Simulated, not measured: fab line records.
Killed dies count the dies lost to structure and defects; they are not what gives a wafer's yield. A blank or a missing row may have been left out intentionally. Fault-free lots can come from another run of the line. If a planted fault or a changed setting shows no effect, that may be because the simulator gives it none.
A lot that was struck, set against a sound lot / flow berkeleyCmos170 / 13 out of 331 route steps
Sound: wafers L812.1, L812.2, L812.6. Wafers L828.2, L828.3, L828.6 were the ones struck. The cause is named last.
Per side, at each step with rows, come the tool, then ch with its chambers, and then its first start. Under that, the readings that differ: sound wafers / struck wafers / difference of the means / sigmas: that difference in standard deviations of wafers without a fault.
alike: same words and numbers on both sides, and readings whose means sit less than 2 such deviations apart. not compared: any withheld reading, any reading some wafer has no value for, any bound like >300 that may hide the same value, and any number with overlapping values for which the record gives no deviation.
The two part at a step that has a row with sigmas, a row that says differs or no value, or rows on one side only. Non-overlapping numbers with no deviation appear without sigmas and do not part them. A reading missing from all wafers of one side parts the sides only when that side holds two or more wafers.

UCB170_START_BOW_MEAS_00:
  sound: filmMetro-03 at day 2 06:00; struck: filmMetro-02 at day 5 14:01
  alike: INCOMING_BOW
then, 2 steps without rows for these wafers: UCB170_START_CLEAN_01 (cleans in dHF, time 60 s); UCB170_START_OXIDATION_02 (target thk 20 nm, ox time 1800 s).
UCB170_START_THK_MEAS_03:
  sound: filmMetro-02 at day 2 12:20; struck: filmMetro-02 at day 5 21:46
  alike: START_OXIDE_THK
then, 4 steps without rows for these wafers: UCB170_START_ANNEAL_04 (time 1200 s); UCB170_ZERO_HMDS_00 (prime time 60 s); UCB170_ZERO_COAT_01 (resist thk 900 nm); UCB170_ZERO_SOFTBAKE_02 (time 60 s).
UCB170_ZERO_EXPOSE_03: exposes mask PM MARKS, target cd 4000 nm.
  struck on krfScanner-01, day 6 04:31; sound on krfScanner-02 ch 0, day 2 20:15
  no value came back on the struck wafers for exposureDoseMJCm2, focusOffsetNm (nm); on the sound wafers exposureDoseMJCm2 reads 30.036 30.048 30.069
  alike: mask
then, 2 steps without rows for these wafers: UCB170_ZERO_PEB_04; UCB170_ZERO_DEVELOP_05 (develop time 45 s).
UCB170_ZERO_ETCH_06: etches SiO2 in CHF3/CF4/Ar, time 12 s.
  sound on rieDiel-02 ch 1,2,3, day 2 20:38; struck on rieDiel-04 ch 0,1,3, day 6 05:05
reading=oesProductAu (a.u.); sound=0.607 0.617 0.609; struck=0.368 0.374 0.376; difference=-0.238; sigmas=-24
  alike: drypumpMotorCurrentA, throttleValvePct
  not compared: rfHoursCounterH
UCB170_ZERO_STRIP_07: strips in O2.
  sound on plasmaAsher-02 ch 0,1, day 2 20:40; struck on plasmaAsher-03 ch 0,1, day 6 05:06
  alike: drypumpMotorCurrentA, oesProductAu, stripTimeToEndpointS
  not compared: rfHoursCounterH

WHERE THEY PART
Earliest at UCB170_ZERO_EXPOSE_03; latest, in this record, at UCB170_ZERO_ETCH_06. Later steps at which nothing parts them and some readings are alike: UCB170_ZERO_STRIP_07.

WHY: the cause the simulator had injected
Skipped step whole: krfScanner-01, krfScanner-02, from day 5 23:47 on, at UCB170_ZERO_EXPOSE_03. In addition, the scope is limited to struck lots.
